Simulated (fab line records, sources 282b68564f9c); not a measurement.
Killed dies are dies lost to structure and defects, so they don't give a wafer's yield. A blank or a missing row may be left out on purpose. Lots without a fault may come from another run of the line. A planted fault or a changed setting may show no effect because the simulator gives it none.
A struck lot beside a sound one | flow rit_cmos | 44 steps out of a route of 202
Sound: wafers L146.1, L146.2, L146.3. Struck: wafers L152.1, L152.2, L152.4. The cause comes at the end.
At each step with rows: each side's tool, then ch and its chambers, then its first start. Under that, the readings that differ: sound wafers | struck wafers | difference of the means | sigmas: that difference in standard deviations of wafers without a fault.
alike: readings whose means differ by less than 2 such deviations, and words and numbers that are the same on both sides. not compared: withheld readings, readings that some wafer has no value for, bounds like >300 that may hide the same value, and numbers for which the record gives no deviation and whose values overlap.
The two part at a step that has a row with sigmas, a row that says differs or no value, or rows on one side only. Numbers that don't overlap but have no deviation are shown without sigmas and don't part them. A reading that every wafer of one side lacks parts them only if that side has two wafers or more.

first, 2 steps without rows for these wafers: RIT_NLDD_HARDBAKE_07 (time 60 s); RIT_NLDD_IMPLANT_08.
RIT_NLDD_STRIP_09: strips in O2, time 180 s.
  sound on plasma_asher-04 ch 0,1, day 3 19:28; struck on plasma_asher-04 ch 0,1, day 5 00:32
  alike: drypump_motor_current_A
  not compared: rf_hours_counter_h
RIT_NLDD_TW_MEAS_10:
  sound on film_metro-01, day 3 19:38; struck on film_metro-02, day 5 00:43
  reading | sound          | struck         | difference | sigmas
  NLDD_TW | 2467 2456 2455 | 2501 2497 2497 | +39        | +3
then, 6 steps without rows for these wafers: RIT_PLDD_HMDS_00 (prime time 60 s); RIT_PLDD_COAT_01 (resist thk 1000 nm); RIT_PLDD_SOFTBAKE_02 (time 60 s); RIT_PLDD_EXPOSE_03 (exposes mask M8, target cd 40900 nm); RIT_PLDD_PEB_04; RIT_PLDD_DEVELOP_05 (develop time 50 s).
RIT_PLDD_OVL_MEAS_06:
  sound on overlay-02, day 3 20:45; struck on overlay-02, day 5 01:38
  alike: PLDD_OVL
then, 1 step without rows for these wafers: RIT_PLDD_HARDBAKE_07 (time 60 s).
RIT_PLDD_IMPLANT_08:
  sound on implanter-01 ch 0, day 3 20:56; struck on implanter-02 ch 0, day 5 01:49
  reading       | sound                        | struck                        | difference | sigmas
  dose_ions_cm2 | 8.982e+14 9.006e+14 9.02e+14 | 9.148e+14 9.165e+14 9.156e+14 | +1.537e+13 | +13
  alike: tilt_deg
RIT_PLDD_STRIP_09: strips in O2, time 180 s.
  sound on plasma_asher-04 ch 0,1, day 3 21:05; struck on plasma_asher-01 ch 0,1, day 5 01:58
  alike: drypump_motor_current_A
  not compared: rf_hours_counter_h
RIT_PLDD_TW_MEAS_10:
  sound on film_metro-03, day 3 21:16; struck on film_metro-03, day 5 02:08
  alike: PLDD_TW
then, 4 steps without rows for these wafers: RIT_SPACER_CLEAN_00 (cleans in SC1, time 600 s); RIT_SPACER_CLEAN_01 (cleans in dHF, time 30 s); RIT_SPACER_CLEAN_02 (cleans in SC2, time 600 s); RIT_SPACER_CVD_03 (deposits Si3N4 from SiH2Cl2/NH3, target thk 250 nm, time 3300 s).
RIT_SPACER_THK_MEAS_04:
  sound on film_metro-04, day 3 23:37; struck on film_metro-04, day 5 04:29
  alike: SPACER_NITRIDE_THK
RIT_SPACER_ETCHBACK_05: etches Si3N4 in SF6/CHF3, stops on SiO2, target depth 250 nm, time 240 s.
  sound on rie_diel-04 ch 0,1,3, day 3 23:41; struck on rie_diel-04 ch 0,1,2, day 5 04:32
  alike: SF6_flow_sccm, drypump_motor_current_A, oes_product_au, throttle_valve_pct
  not compared: rf_hours_counter_h
then, 6 steps without rows for these wafers: RIT_NSD_HMDS_00 (prime time 60 s); RIT_NSD_COAT_01 (resist thk 1000 nm); RIT_NSD_SOFTBAKE_02 (time 60 s); RIT_NSD_EXPOSE_03 (exposes mask M9, target cd 40700 nm); RIT_NSD_PEB_04; RIT_NSD_DEVELOP_05 (develop time 50 s).
RIT_NSD_OVL_MEAS_06:
  sound on overlay-01, day 4 00:49; struck on overlay-02, day 5 05:40
  alike: NSD_OVL
then, 2 steps without rows for these wafers: RIT_NSD_HARDBAKE_07 (time 60 s); RIT_NSD_IMPLANT_08.
RIT_NSD_STRIP_09: strips in O2, time 180 s.
  sound on plasma_asher-01 ch 0,1, day 4 01:08; struck on plasma_asher-03 ch 0,1, day 5 06:00
  alike: drypump_motor_current_A
  not compared: rf_hours_counter_h
RIT_NSD_TW_MEAS_10:
  sound on film_metro-01, day 4 01:19; struck on film_metro-03, day 5 06:11
  alike: NSD_TW
then, 6 steps without rows for these wafers: RIT_PSD_HMDS_00 (prime time 60 s); RIT_PSD_COAT_01 (resist thk 1000 nm); RIT_PSD_SOFTBAKE_02 (time 60 s); RIT_PSD_EXPOSE_03 (exposes mask M10, target cd 40900 nm); RIT_PSD_PEB_04; RIT_PSD_DEVELOP_05 (develop time 50 s).
RIT_PSD_OVL_MEAS_06:
  sound on overlay-01, day 4 02:21; struck on overlay-01, day 5 07:05
  reading      | sound         | struck      | difference | sigmas
  PSD_OVL (nm) | -1.5 -0.2 0.3 | 1.5 2.0 3.8 | +2.9       | +2
then, 2 steps without rows for these wafers: RIT_PSD_HARDBAKE_07 (time 60 s); RIT_PSD_IMPLANT_08.
RIT_PSD_STRIP_09: strips in O2, time 180 s.
  sound on plasma_asher-04 ch 0,1, day 4 02:41; struck on plasma_asher-01 ch 0,1, day 5 07:38
  alike: drypump_motor_current_A
  not compared: rf_hours_counter_h
RIT_SDANNEAL_RS_MEAS_06: measures by four-point-probe.
  sound on film_metro-03, day 4 03:36; struck on film_metro-01, day 5 08:32
  alike: PLDD_RS
RIT_M1_PROBE_99:
  sound on prober-02, day 4 10:57; struck on prober-02, day 5 15:50
  alike: killed_at_contacts, killed_at_front_end, killed_dies, killed_open, killed_short

WHERE THEY PART
First at RIT_NLDD_TW_MEAS_10; last, within this record, at RIT_PSD_OVL_MEAS_06. Later steps at which nothing parts them and some readings are alike: RIT_PSD_STRIP_09, RIT_SDANNEAL_RS_MEAS_06, RIT_M1_PROBE_99.

WHY: what the simulator had put in
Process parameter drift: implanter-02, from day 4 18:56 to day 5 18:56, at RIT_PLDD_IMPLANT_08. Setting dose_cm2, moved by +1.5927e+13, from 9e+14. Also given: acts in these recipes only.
